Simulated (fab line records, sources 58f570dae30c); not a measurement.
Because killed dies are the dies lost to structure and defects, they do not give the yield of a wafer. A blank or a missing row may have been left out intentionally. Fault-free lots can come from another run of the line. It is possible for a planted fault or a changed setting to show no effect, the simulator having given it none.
Lot-split experiment ; flow berkeley-cmos170 ; route with 331 steps; 5 lots, 23 wafers read

== ABOUT THE SPLIT ==
At UCB170_M3_COAT_10 (resist thk 900 nm), the setting resist-thk-nm was moved away from the recipe's 900 nm on 7 of the 23 wafers read, by +3.0% to +5.6%. All remaining wafers had this setting at the recipe value.

The reading is taken at the split's own step.

== THE READING ==
KrF_of_M3_COAT_10.thk-nm (the simulator's own value, which no gauge read), in nm, at UCB170_M3_COAT_10 (resist thk 900 nm). There is no usual value for it anywhere in the file. Across the 16 wafers here that went through the recipe, the average is 901.6 nm and the standard deviation 1.7 nm.

wafer;tool, chamber at the split;resist-thk-nm as run, nm;against the recipe;KrF_of_M3_COAT_10.thk-nm, nm;against lot-mates on the recipe
L076.3;litho-track-04, 0;900;recipe;902.2;-
L076.5;litho-track-04, 0;900;recipe;902.8;-
L076.6;litho-track-04, 0;900;recipe;902;-
L077.1;litho-track-01, 0;900;recipe;899.4;-
L077.2;litho-track-01, 0;900;recipe;900.6;-
L077.3;litho-track-01, 0;900;recipe;900.7;-
L077.6;litho-track-01, 0;900;recipe;900.7;-
L077.5;litho-track-01, 0;900;recipe;902;-
L078.1;litho-track-03, 0;928.7;+3.2%;931.6;+29.1
L078.3;litho-track-03, 0;900;recipe;900.2;-
L078.4;litho-track-03, 0;928.7;+3.2%;931.4;+28.9
L078.5;litho-track-03, 0;900;recipe;902.7;-
L078.6;litho-track-03, 0;900;recipe;904.5;-
L080.1;litho-track-01, 0;926.8;+3.0%;927.5;+24.1
L080.2;litho-track-01, 0;900;recipe;903.6;-
L080.3;litho-track-01, 0;900;recipe;903.8;-
L080.4;litho-track-01, 0;900;recipe;902.7;-
L080.5;litho-track-01, 0;926.8;+3.0%;933;+29.6
L083.2;litho-track-04, 0;950.7;+5.6%;949.8;+50.8
L083.3;litho-track-04, 0;900;recipe;898.7;-
L083.4;litho-track-04, 0;950.7;+5.6%;948.5;+49.5
L083.5;litho-track-04, 0;950.7;+5.6%;950.3;+51.2
L083.6;litho-track-04, 0;900;recipe;899.4;-

THE FIT
A straight line over all 23 wafers: KrF_of_M3_COAT_10.thk-nm changes by +8.73 nm for each +1% of resist-thk-nm; r = +0.99; the points scatter about the line by 2 nm.
The same after taking each lot's own level away (the mean of its wafers on the recipe; 23 wafers): +8.99 nm for each +1%; r = +1.00; scatter 1.2 nm.
That fit puts the effect of the largest move of resist-thk-nm on the reading at 51 nm.
Across the lots, their own levels run from 899.05 to 903.37 nm, a range of 2.6 times the standard deviation given above.
Consequently the slope shifts little with the lot-to-lot level, the two slopes agreeing.
Check: +50.6 nm against its lot-mates is what the line predicts for one of the wafers moved furthest among these (+5.6%) when that wafer is left out of the fit. Against them it came out at +50.8 nm.

== OTHER SPLITS APPLIED TO THESE WAFERS ==
These wafers also went through other splits before the reading. Each is held against what the fit with the lots' levels taken away leaves over:
other split on the same wafers;wafers away from the commonest value;r with KrF_of_M3_COAT_10.thk-nm (lot level and that fit taken away)
UCB170_M1_PEB_07 peb-temp-c;6;-0.05
UCB170_M1_METAL_ETCH_12 time-s;8;+0.33
UCB170_V1_CMP_02 leave-above-ref-nm;10;+0.28
UCB170_M2_METAL_ETCH_18 bias-w;5;+0.14
UCB170_V2_PEB_10 peb-temp-c;11;+0.16
UCB170_V2_ETCH_14 time-s;8;-0.04

== THE FILE'S OWN FIT ==
KrF_of_M3_COAT_10.thk-nm changes by +9 nm for each +1% of resist-thk-nm, r = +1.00.
